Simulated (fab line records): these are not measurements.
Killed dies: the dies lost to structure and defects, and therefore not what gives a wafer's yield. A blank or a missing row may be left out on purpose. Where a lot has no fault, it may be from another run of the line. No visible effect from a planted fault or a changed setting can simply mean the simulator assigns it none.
8D (eight disciplines) problem report, filled in by code    flow rit-cmos    the parts of the form that need people (team, actions taken, sign-off) are left out

1. WHAT IS WRONG
Across 6 wafers from 2 lots, REOX_OXIDE_THK at RIT_REOX_THK_MEAS_04 averages 31.2 nm, while fault-free wafers read 25.4 nm with a standard deviation of 0.54. Measured from the usual mean, that is +11 standard deviations.
First observed at day 5 04:38: wafer L833.2, on film-metro-02. Wafers with a number at this step in the record: 42, from 14 lots. The rule behind "out" and "out of limits": a value lying over 4 standard deviations away from the usual mean. The other wafers with a number count as sound.

2. WHAT IT IS AND WHAT IT IS NOT
question                     is                            is not
which readings at this step  REOX_OXIDE_THK                -
which lots                   L833, L834                    L821, L822, L823, L824, L825, L829, L830, L838, L839, L841, L842, L844
which wafers of those lots   all that have a number        -
read on which gauges         film-metro-01, film-metro-02  film-metro-04
when                         from day 5 04:38              up to then (21 sound wafers); but 15 sound wafers of L838, L839, L841, L842, L844 came after

3. SUSPECTS, AND WHAT RULES EACH OUT
Counting: a tool at any process step up to the reading remains a suspect when it ran all the lots that are out and ran no sound lot after the first of those.
- the gauge at RIT_REOX_THK_MEAS_04 has been ruled out. 2 gauges (film-metro-01, film-metro-02) read the wafers that are out.
- furnace-02 at RIT_REOX_OXIDATION_03 (target thk 25.2 nm, ox time 5580 s): kept. It processed each lot that is out, first L833 at day 5 02:04, and no sound lot thereafter; up to then, the last sound lot it processed was L829 at day 4 07:17. Its own spike-tc-centre-C, spike-tc-load-C, spike-tc-source-C, tube-center-temp-C, tube_center_temp_C_max readings are out on those wafers.
After counting, what remains is furnace-02 at RIT_REOX_OXIDATION_03.

4. THE CAUSE (what the simulator had put in)
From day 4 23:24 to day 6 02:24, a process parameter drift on furnace-02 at RIT_REOX_OXIDATION_03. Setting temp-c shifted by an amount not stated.
Only this tool survived the counting.

5. SEQUENCE OF EFFECTS, ordered by route
Rows list readings where the struck wafers' mean (over those with a number) sits beyond 3 standard deviations from the usual. Scope: only readings with a usual standard deviation given in the record; hours: median across lots of the time from each lot's start at the first step in this table that gives one to its start at this step; sigmas: change in usual standard deviations.
hours  step                   reading                 usual     on struck wafers  change  sigmas
0      RIT_REOX_OXIDATION_03  spike-tc-centre-C       903.9 C   922.5             +18.6   +12
0      RIT_REOX_OXIDATION_03  spike-tc-load-C         924.6 C   948.0             +23.4   +9.0
0      RIT_REOX_OXIDATION_03  spike-tc-source-C       925.0 C   945.7             +20.7   +19
0      RIT_REOX_OXIDATION_03  tube-center-temp-C      900.01 C  919.98            +19.97  +99 or more
0      RIT_REOX_OXIDATION_03  tube_center_temp_C_max  902.3     922.5             +20.2   +49
3      RIT_REOX_THK_MEAS_04   REOX_OXIDE_THK          25.4 nm   31.2              +5.8    +11
Process steps it contains:
- RIT_REOX_OXIDATION_03: target thk 25.2 nm, ox time 5580 s.

6. HOW IT WOULD HAVE BEEN CAUGHT EARLIER
The first out-of-limits reading at a measuring or inspecting step in this record came at day 5 04:38, 5 hours after the fault's start at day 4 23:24.
At RIT_REOX_OXIDATION_03, the tool's own readings (spike-tc-centre-C, spike-tc-load-C, spike-tc-source-C, tube-center-temp-C, tube_center_temp_C_max) were out on each struck wafer the step has a row for, so an alarm limit on them would have fired on the first such wafer.
L834, from the lots that are out (2), started RIT_REOX_OXIDATION_03 on furnace-02 later than day 5 04:38. Had the tool been put on hold then, it would have been spared.
